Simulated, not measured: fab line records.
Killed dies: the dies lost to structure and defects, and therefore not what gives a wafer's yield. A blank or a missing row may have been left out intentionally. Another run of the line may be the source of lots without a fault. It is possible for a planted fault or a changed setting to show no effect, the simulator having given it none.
The tool behind it: which one? | flow berkeley cmos170 | 7 lots, 21 wafers sampled, at 3 steps of a route of 331

== WHAT THE GAUGES READ, wafer by wafer ==
UCB170_M3_OVL_MEAS_16.
lot  | measured     | on         | M3_OVL (nm)
L910 | day 8 23:50  | overlay-01 | 6 -2 -14
L914 | day 9 07:32  | overlay-02 | -2 13 0
L915 | day 10 00:53 | overlay-01 | 11 5 3
L921 | day 10 23:52 | overlay-02 | 1 13 8
L924 | day 11 12:37 | overlay-01 | 73 67 76
L925 | day 11 12:40 | overlay-02 | 78 75 82
L930 | day 12 13:27 | overlay-02 | 7 4 6

== TOOL THAT RAN EACH LOT (tool first, then ch and the chambers of the sampled wafers, then the start) ==
lot  | UCB170_V1_CMP_02              | UCB170_M3_EXPOSE_12
L910 | cmp-01 ch 0,3, day 8 12:58    | krf scanner-01 ch 0, day 8 23:04
L914 | cmp-02 ch 2,3, day 8 20:36    | krf scanner-01 ch 0, day 9 06:43
L915 | cmp-01 ch 1,2,3, day 9 13:10  | krf scanner-02 ch 0, day 10 00:04
L921 | cmp-02 ch 1,3, day 10 11:32   | krf scanner-01 ch 0, day 10 22:43
L924 | cmp-02 ch 0,1,3, day 10 23:39 | krf scanner-01 ch 0, day 11 11:44
L925 | cmp-01 ch 0,2, day 11 00:56   | krf scanner-01 ch 0, day 11 11:52
L930 | cmp-01 ch 0,1,2, day 12 01:48 | krf scanner-02 ch 0, day 12 12:03
- UCB170_V1_CMP_02: polishes SiO2.
- UCB170_M3_EXPOSE_12: exposes mask METAL3, target cd 700 nm.

== THE ANSWER, worked out from the rows above alone ==
Rule: what is usual is taken from the lots themselves. Put in order of their means at a reading, lots are off if they are a third of the lots or fewer, leave a main group of 4 or more, and stand apart from it by a gap of 3 or more times the standard deviation of the main group's means; of several such gaps the widest counts. A main group whose means are all the same, to the digits that the tables above print for the reading, isn't used. A lot without any number at a reading at which 4 lots or more have one is off too. All remaining lots with rows at the step are treated as sound.
Off: at UCB170_M3_OVL_MEAS_16 (M3_OVL), L924, L925. Mean 4 nm and standard deviation 3.8 in the main group.
A tool fits if, at a process step before that reading, it ran every lot that is off, and no sound lot after the first of them. Gauges at UCB170_M3_OVL_MEAS_16: tried the same way as those tools. One fits: UCB170_M3_EXPOSE_12 on krf scanner-01. A fault onset in the window from L921 (day 10 22:43, its last sound lot) to L924 (day 11 11:44, its first lot off) fits.

== WHAT THE SIMULATOR HAD INSERTED ==
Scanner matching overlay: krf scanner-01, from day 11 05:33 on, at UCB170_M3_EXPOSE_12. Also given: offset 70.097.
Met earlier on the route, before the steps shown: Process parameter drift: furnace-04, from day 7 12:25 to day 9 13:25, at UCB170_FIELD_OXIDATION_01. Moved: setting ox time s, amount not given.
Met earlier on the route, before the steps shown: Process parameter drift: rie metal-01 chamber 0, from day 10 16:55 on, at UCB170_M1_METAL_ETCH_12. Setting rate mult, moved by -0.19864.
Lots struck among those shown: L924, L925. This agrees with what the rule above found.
